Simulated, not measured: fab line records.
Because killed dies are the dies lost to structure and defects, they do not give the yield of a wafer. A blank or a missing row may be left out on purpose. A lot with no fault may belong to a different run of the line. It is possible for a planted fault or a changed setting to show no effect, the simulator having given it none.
A struck lot beside a sound one / flow rit_cmos / 17 out of 202 route steps
Sound: the wafers L741.3, L741.5, L741.6. Struck: wafers L746.2, L746.4, L746.5. At the end, the cause is stated.
For every step that has rows: the tool of each side, followed by ch and its chambers, followed by its first start. Under that, the readings that differ: sound wafers / struck wafers / difference of the means / sigmas: that difference in standard deviations of wafers without a fault.
alike: readings with means less than 2 such deviations apart, plus words and numbers identical on both sides. not compared: withheld readings, readings lacking a value on some wafer, bounds such as >300 that could conceal the same value, and numbers that have no deviation in the record and whose values overlap.
The two part at a step that has a row with sigmas, a row that says differs or no value, or rows on one side only. Numbers that don't overlap but have no deviation are shown without sigmas and don't part them. A reading that every wafer of one side lacks parts them only if that side has two wafers or more.

first, 1 step without rows for these wafers: RIT_PRETRO_DEVELOP_05 (develop time 68 s).
RIT_PRETRO_OVL_MEAS_06:
  sound: overlay-02 at day 2 14:23; struck: overlay-01 at day 3 15:23
  alike: PRETRO_OVL
then, 2 steps without rows for these wafers: RIT_PRETRO_HARDBAKE_07 (time 120 s); RIT_PRETRO_IMPLANT_08.
RIT_PRETRO_STRIP_09: strips in O2, time 180 s.
  sound on plasma_asher-02 ch 0,1, day 2 14:53; struck on plasma_asher-01 ch 0,1, day 3 15:49
  alike: drypump_motor_current_A
  not compared: rf_hours_counter_h
RIT_PRETRO_TW_MEAS_10:
  sound: film_metro-02 at day 2 15:01; struck: film_metro-02 at day 3 16:00
  alike: PRETRO_TW
then, 5 steps without rows for these wafers: RIT_GATE_WET_ETCH_00 (etches SiO2 in BOE, target depth 56 nm, time 60 s); RIT_GATE_CLEAN_01 (cleans in SC1, time 600 s); RIT_GATE_CLEAN_02 (cleans in dHF, time 30 s); RIT_GATE_CLEAN_03 (cleans in SC2, time 600 s); RIT_GATE_CLEAN_04 (cleans in dHF, time 58.06 s).
RIT_FOX2_THK_MEAS_91:
  sound: film_metro-04 at day 2 15:29; struck: film_metro-02 at day 3 16:30
  alike: FIELD_OXIDE_LEFT_2_THK
RIT_GATE_OXIDATION_05: target thk 3 nm, ox time 270 s.
  sound on furnace-04 ch 0, day 2 16:44; struck on furnace-04 ch 0, day 3 16:33
reading=model.SiO2_of_GATE_OXIDATION_05.thk_nm (nm); sound=2.988 3.003 2.977; struck=3.962 3.998 4.044; difference=+1.012; sigmas=
  alike: tube_center_temp_C, tube_center_temp_C_max
then, 1 step without rows for these wafers: RIT_GATE_ANNEAL_06 (time 600 s).
RIT_GATE_THK_MEAS_07:
  sound: film_metro-04 at day 2 21:14; struck: film_metro-04 at day 3 17:53
reading=GATE_OXIDE_THK (nm); sound=2.97 2.99 3.00; struck=3.95 4.02 4.02; difference=+1.01; sigmas=+14
then, 1 step without rows for these wafers: RIT_GATE_CVD_08 (deposits poly-Si from SiH4, target thk 250 nm, time 2220 s).
RIT_M1_PROBE_99:
  sound: prober-01 at day 3 19:51; struck: prober-02 at day 4 17:46
reading=model.etest.pmos_0p3.r_on_ohm_um; sound=6390 6378 6295; struck=7994 8201 8173; difference=+1768; sigmas=
reading=model.etest.pmos_turned.r_on_ohm_um; sound=3488 3497 3427; struck=4040 4167 4071; difference=+622; sigmas=
reading=model.etest.nmos_0p3.r_on_ohm_um; sound=2230 2204 2172; struck=2663 2691 2719; difference=+489; sigmas=
reading=model.etest.pmos_0p15.r_on_ohm_um; sound=2851 2862 2794; struck=3235 3360 3311; difference=+466; sigmas=
reading=model.etest.nmos_0p15.r_on_ohm_um; sound=1172 1160 1138; struck=1226 1262 1247; difference=+88; sigmas=
reading=model.etest.nmos_0p15.drive_ua_um; sound=449.6 444.4 451.6; struck=373.6 367.3 366.7; difference=-79.3; sigmas=
reading=model.etest.nmos_narrow.drive_ua_um; sound=210.5 211.4 213.3; struck=149 145.4 142.9; difference=-66; sigmas=
reading=model.etest.nmos_0p3.drive_ua_um; sound=220.3 220.5 220.7; struck=150.4 149.5 145.1; difference=-72.2; sigmas=
  alike: killed_at_contacts, killed_at_front_end, killed_dies, killed_open, killed_short

WHERE THEY PART
At RIT_GATE_THK_MEAS_07 and nowhere else, as far as this record goes. Later steps at which nothing parts them and some readings are alike: RIT_M1_PROBE_99.

WHY: the cause the simulator had injected
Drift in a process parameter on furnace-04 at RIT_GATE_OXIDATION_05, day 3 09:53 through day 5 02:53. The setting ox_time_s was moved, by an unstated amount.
